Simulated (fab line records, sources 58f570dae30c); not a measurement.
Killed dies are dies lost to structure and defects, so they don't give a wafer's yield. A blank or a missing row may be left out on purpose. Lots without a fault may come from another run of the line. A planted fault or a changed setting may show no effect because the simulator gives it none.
One fault seen from 2 desks | flow berkeley_cmos170 | each desk has only its own numbers; what lay behind them comes last

THE METROLOGY DESK
What the gauges read, lot by lot, whatever tool the lot ran on: means of the sampled wafers that have a number. A lot is out of limits, marked OUT, if its mean lies more than 4 standard deviations from the usual mean; the brackets give that distance. Of its 8 readings 7 are shown: the one that was out of limits first, and those that lie furthest out on some lot.
Columns: A = cd_nm at UCB170_M1_CD_MEAS_09, usual 700.1 nm; B = cd_nm at UCB170_M1_CD_MEAS_90, usual 699.7 nm; C = V1_TEOS_THK at UCB170_V1_THK_MEAS_01, usual 2008 nm; D = V1_BOW at UCB170_V1_BOW_MEAS_03, usual 19 um; E = V1_POLISHED_THK at UCB170_V1_THK_MEAS_04, usual 999.8 nm; F = cd_nm at UCB170_V1_CD_MEAS_12, usual 700.2 nm; G = V1_OVL at UCB170_V1_OVL_MEAS_13, usual -3 nm
lot  | first seen here | A     | B     | C    | D  | E                | F     | G
L620 | day 7 22:01     | 698.3 | 696.9 | 2011 | 16 | 999.1            | 701.5 | -6
L621 | day 7 22:29     | 699.1 | 699.0 | 2019 | 22 | 1115.2 (+96) OUT | 699.5 | 4
L623 | day 8 00:14     | 700.6 | 698.2 | 2002 | 26 | 1117.9 (+98) OUT | 700.2 | -9
L633 | day 11 06:21    | 698.6 | 698.5 | 2007 | 15 | 1000.0           | 702.6 | -4
L638 | day 11 15:31    | 700.5 | 698.4 | 1968 | 17 | 999.3            | 701.7 | -11
L640 | day 11 15:56    | 702.6 | 702.4 | 1993 | 21 | 999.5            | 701.7 | 2
This desk's finding: out of limits on L621, L623; first on L621, day 8 03:41 (V1_POLISHED_THK at UCB170_V1_THK_MEAS_04). In limits: L620, L633, L638, L640.

THE TOOL OWNER'S DESK: cmp-01
The tool's own readings at UCB170_V1_CMP_02 (polishes SiO2): means of the sampled wafers that have a number, for each lot that ran on this tool. A lot is out of limits, marked OUT, if its mean lies more than 4 standard deviations from the usual mean; the brackets give that distance.
Columns: A = edge_zone_pressure_frac at UCB170_V1_CMP_02, usual 1.001; B = motor_current_A at UCB170_V1_CMP_02, usual 16.5 A
lot  | first seen here | A     | B
L621 | day 8 03:22     | 1.001 | 17.3
L623 | day 8 03:40     | 1.000 | 16.5
L638 | day 11 21:02    | 1.000 | 17.5
This desk's finding: nothing out of limits on any of the 3 lots.

PUT TOGETHER
The metrology desk could have raised an alarm at day 8 03:41, on L621, L623.
The tool owner's desk saw nothing out of limits.
The tool owner's desk has L621, L623 on record, within its limits.
Of the lots named, all ran UCB170_V1_CMP_02 on cmp-01.

WHAT THE SIMULATOR HAD PUT IN
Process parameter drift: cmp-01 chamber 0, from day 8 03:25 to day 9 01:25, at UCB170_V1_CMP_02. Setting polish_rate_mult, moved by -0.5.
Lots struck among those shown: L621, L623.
Hours from the fault's start to each desk's first reading out of limits: the metrology desk, 0.
